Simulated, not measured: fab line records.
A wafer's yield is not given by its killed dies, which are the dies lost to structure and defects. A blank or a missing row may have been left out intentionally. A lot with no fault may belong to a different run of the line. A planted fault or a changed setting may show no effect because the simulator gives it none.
Which tool was responsible? / flow rit-cmos / 42 wafers from 14 lots sampled at 4 of the route's 202 steps

WHAT THE GAUGES READ, wafer by wafer
RIT_PWELL_OVL_MEAS_06. Usual: PWELL_OVL gives -0.1 nm (standard deviation 1.5).
lot=L357; measured=day 1 23:50; on=overlay-01; PWELL_OVL (nm)=1.2 1.9 -0.2; flag=
lot=L358; measured=day 2 06:15; on=overlay-01; PWELL_OVL (nm)=0.4 -0.7 -0.8; flag=
lot=L360; measured=day 2 13:51; on=overlay-02; PWELL_OVL (nm)=-1.6 -2.2 -1.2; flag=
lot=L361; measured=day 2 18:41; on=overlay-01; PWELL_OVL (nm)=0.7 0.1 0.8; flag=
lot=L364; measured=day 3 11:15; on=overlay-02; PWELL_OVL (nm)=1.3 -2.7 -1.7; flag=
lot=L365; measured=day 3 18:04; on=overlay-01; PWELL_OVL (nm)=1.9 3.2 0.4; flag=
lot=L366; measured=day 3 22:38; on=overlay-01; PWELL_OVL (nm)=0.2 1.8 -0.1; flag=
lot=L368; measured=day 4 05:28; on=overlay-01; PWELL_OVL (nm)=-0.4 1.3 -0.7; flag=
lot=L369; measured=day 4 12:05; on=overlay-01; PWELL_OVL (nm)=2.2 -1.8 1.2; flag=
lot=L370; measured=day 4 16:55; on=overlay-01; PWELL_OVL (nm)=-0.3 -0.6 0.0; flag=
lot=L372; measured=day 5 02:40; on=overlay-02; PWELL_OVL (nm)=-0.6 0.5 0.2; flag=
lot=L373; measured=day 5 07:41; on=overlay-02; PWELL_OVL (nm)=-0.8 0.6 0.2; flag=
lot=L375; measured=day 5 17:39; on=overlay-01; PWELL_OVL (nm)=0.2 -1.0 -2.2; flag=
lot=L379; measured=day 6 13:18; on=overlay-01; PWELL_OVL (nm)=1.2 1.5 3.2; flag=

RIT_SDANNEAL_RS_MEAS_06: measures by four-point-probe. Usual: PLDD_RS gives 178.6 ohm/sq (standard deviation 0.53).
lot=L357; measured=day 3 07:55; on=film-metro-01; PLDD_RS (ohm/sq)=178.6 179.0 178.4; flag=
lot=L358; measured=day 3 15:22; on=film-metro-02; PLDD_RS (ohm/sq)=178.1 177.8 177.9; flag=
lot=L360; measured=day 3 21:00; on=film-metro-02; PLDD_RS (ohm/sq)=178.0 177.6 178.8; flag=
lot=L361; measured=day 4 03:01; on=film-metro-01; PLDD_RS (ohm/sq)=178.9 179.5 179.0; flag=
lot=L364; measured=day 4 14:14; on=film-metro-01; PLDD_RS (ohm/sq)=178.9 178.6 178.4; flag=
lot=L365; measured=day 5 00:52; on=film-metro-02; PLDD_RS (ohm/sq)=178.5 178.6 179.6; flag=
lot=L366; measured=day 5 04:10; on=film-metro-01; PLDD_RS (ohm/sq)=178.4 178.8 178.6; flag=
lot=L368; measured=day 5 10:52; on=film-metro-01; PLDD_RS (ohm/sq)=178.7 178.8 178.8; flag=
lot=L369; measured=day 5 15:28; on=film-metro-02; PLDD_RS (ohm/sq)=179.3 179.6 178.7; flag=
lot=L370; measured=day 6 00:43; on=film-metro-01; PLDD_RS (ohm/sq)=178.2 178.3 178.5; flag=
lot=L372; measured=day 6 09:50; on=film-metro-01; PLDD_RS (ohm/sq)=177.6 177.4 178.0; flag=
lot=L373; measured=day 6 12:02; on=film-metro-03; PLDD_RS (ohm/sq)=179.4 178.7 179.3; flag=
lot=L375; measured=day 6 23:17; on=film-metro-02; PLDD_RS (ohm/sq)=178.3 178.2 178.9; flag=
lot=L379; measured=day 7 22:01; on=film-metro-01; PLDD_RS (ohm/sq)=178.6 178.9 178.4; flag=

WHAT TOOL EACH LOT RAN ON (gives the tool, then ch and the chambers of the sampled wafers, and finally the start)
lot=L357; RIT_PWELL_STRIP_09=plasma-asher-03 ch 0,1, day 2 00:16; RIT_PRETRO_SOFTBAKE_02=litho-track-03 ch 0, day 2 07:53
lot=L358; RIT_PWELL_STRIP_09=plasma-asher-02 ch 0,1, day 2 06:41; RIT_PRETRO_SOFTBAKE_02=litho-track-01 ch 0, day 2 14:13
lot=L360; RIT_PWELL_STRIP_09=plasma-asher-02 ch 0, day 2 14:17; RIT_PRETRO_SOFTBAKE_02=litho-track-03 ch 0, day 2 21:42
lot=L361; RIT_PWELL_STRIP_09=plasma-asher-03 ch 0,1, day 2 19:07; RIT_PRETRO_SOFTBAKE_02=litho-track-03 ch 0, day 3 03:03
lot=L364; RIT_PWELL_STRIP_09=plasma-asher-02 ch 0,1, day 3 11:41; RIT_PRETRO_SOFTBAKE_02=litho-track-02 ch 0, day 3 19:07
lot=L365; RIT_PWELL_STRIP_09=plasma-asher-02 ch 0,1, day 3 18:41; RIT_PRETRO_SOFTBAKE_02=litho-track-03 ch 0, day 4 02:41
lot=L366; RIT_PWELL_STRIP_09=plasma-asher-04 ch 0,1, day 3 23:05; RIT_PRETRO_SOFTBAKE_02=litho-track-01 ch 0, day 4 07:39
lot=L368; RIT_PWELL_STRIP_09=plasma-asher-04 ch 0,1, day 4 05:53; RIT_PRETRO_SOFTBAKE_02=litho-track-02 ch 0, day 4 14:13
lot=L369; RIT_PWELL_STRIP_09=plasma-asher-02 ch 0,1, day 4 12:31; RIT_PRETRO_SOFTBAKE_02=litho-track-02 ch 0, day 4 19:59
lot=L370; RIT_PWELL_STRIP_09=plasma-asher-02 ch 0, day 4 17:21; RIT_PRETRO_SOFTBAKE_02=litho-track-01 ch 0, day 5 01:28
lot=L372; RIT_PWELL_STRIP_09=plasma-asher-03 ch 0,1, day 5 03:15; RIT_PRETRO_SOFTBAKE_02=litho-track-03 ch 0, day 5 11:19
lot=L373; RIT_PWELL_STRIP_09=plasma-asher-02 ch 0,1, day 5 08:07; RIT_PRETRO_SOFTBAKE_02=litho-track-02 ch 0, day 5 15:58
lot=L375; RIT_PWELL_STRIP_09=plasma-asher-02 ch 0,1, day 5 18:08; RIT_PRETRO_SOFTBAKE_02=litho-track-02 ch 0, day 6 01:34
lot=L379; RIT_PWELL_STRIP_09=plasma-asher-02 ch 0,1, day 6 13:44; RIT_PRETRO_SOFTBAKE_02=litho-track-01 ch 0, day 6 21:24
- RIT_PWELL_STRIP_09: strips in O2, time 180 s.
- RIT_PRETRO_SOFTBAKE_02: time 60 s.

WHAT THE TOOLS THEMSELVES READ (means of the sampled wafers that have a number; where no wafer has one, the mark that the record gives instead)
RIT_PWELL_STRIP_09. Usual: drypump-motor-current-A at 6.0 A, with a standard deviation of 0.46.
lot=L357; tool=plasma-asher-03; drypump-motor-current-A (A)=6.4; flag=
lot=L358; tool=plasma-asher-02; drypump-motor-current-A (A)=6.1; flag=
lot=L360; tool=plasma-asher-02; drypump-motor-current-A (A)=5.3; flag=
lot=L361; tool=plasma-asher-03; drypump-motor-current-A (A)=6.4; flag=
lot=L364; tool=plasma-asher-02; drypump-motor-current-A (A)=6.1; flag=
lot=L365; tool=plasma-asher-02; drypump-motor-current-A (A)=6.0; flag=
lot=L366; tool=plasma-asher-04; drypump-motor-current-A (A)=6.1; flag=
lot=L368; tool=plasma-asher-04; drypump-motor-current-A (A)=6.1; flag=
lot=L369; tool=plasma-asher-02; drypump-motor-current-A (A)=5.7; flag=
lot=L370; tool=plasma-asher-02; drypump-motor-current-A (A)=5.3; flag=
lot=L372; tool=plasma-asher-03; drypump-motor-current-A (A)=6.4; flag=
lot=L373; tool=plasma-asher-02; drypump-motor-current-A (A)=6.0; flag=
lot=L375; tool=plasma-asher-02; drypump-motor-current-A (A)=6.1; flag=
lot=L379; tool=plasma-asher-02; drypump-motor-current-A (A)=5.7; flag=

RIT_PRETRO_SOFTBAKE_02. Usual: heater-power-total-W 34.56 W, standard deviation 0.046; plate-temp-C 90.01 C, standard deviation 0.12.
lot=L357; tool=litho-track-03; heater-power-total-W (W)=34.56; plate-temp-C (C)=90.17; flag=
lot=L358; tool=litho-track-01; heater-power-total-W (W)=34.58; plate-temp-C (C)=89.94; flag=
lot=L360; tool=litho-track-03; heater-power-total-W (W)=34.57; plate-temp-C (C)=90.15; flag=
lot=L361; tool=litho-track-03; heater-power-total-W (W)=34.60; plate-temp-C (C)=90.04; flag=
lot=L364; tool=litho-track-02; heater-power-total-W (W)=34.55; plate-temp-C (C)=90.07; flag=
lot=L365; tool=litho-track-03; heater-power-total-W (W)=34.51; plate-temp-C (C)=89.98; flag=
lot=L366; tool=litho-track-01; heater-power-total-W (W)=34.58; plate-temp-C (C)=89.91; flag=
lot=L368; tool=litho-track-02; heater-power-total-W (W)=34.56; plate-temp-C (C)=89.95; flag=
lot=L369; tool=litho-track-02; heater-power-total-W (W)=34.56; plate-temp-C (C)=89.93; flag=
lot=L370; tool=litho-track-01; heater-power-total-W (W)=34.58; plate-temp-C (C)=90.02; flag=
lot=L372; tool=litho-track-03; heater-power-total-W (W)=34.55; plate-temp-C (C)=89.88; flag=
lot=L373; tool=litho-track-02; heater-power-total-W (W)=41.81; plate-temp-C (C)=103.35; flag=OFF
lot=L375; tool=litho-track-02; heater-power-total-W (W)=41.81; plate-temp-C (C)=103.35; flag=OFF
lot=L379; tool=litho-track-01; heater-power-total-W (W)=34.56; plate-temp-C (C)=90.08; flag=

THE ANSWER, worked out from the rows above alone
Rule: a lot is off if the mean of its wafers that have a number lies more than 3 standard deviations from the usual mean. Also off: a lot with no number at a reading for which 4 or more lots have one. Where the step has rows for the other lots, those lots are counted as sound. After the gauges, taken in route order, come the tools' own readings; for these a lot's mean is taken, as printed above. At the first step where some lot is off, the reading lying furthest off is the one used; lots without a number count as furthest.
Off at RIT_PRETRO_SOFTBAKE_02 (heater-power-total-W): L373, L375.
If a tool, at that step or one of the process steps before it, ran each lot that is off and ran no sound lot following the first of them, it fits. One fits: RIT_PRETRO_SOFTBAKE_02 on litho-track-02. Its last sound lot is L369 (day 4 19:59), its first lot that is off L373 (day 5 15:58): a fault that began between those two fits.
The tool's own readings at RIT_PRETRO_SOFTBAKE_02 bear it out: on the lots that are off they differ by more than 5 times the standard deviation of the sound lots' means. heater-power-total-W reads 41.81 W there against 34.56 W on the sound lots; plate-temp-C reads 103.35 C there against 90.01 C on the sound lots.

WHAT WAS PUT IN BY THE SIMULATOR
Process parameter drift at RIT_PRETRO_SOFTBAKE_02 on litho-track-02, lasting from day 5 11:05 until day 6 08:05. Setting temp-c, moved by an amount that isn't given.
Lots struck among those shown: L373, L375. The rule given above showed the same thing.
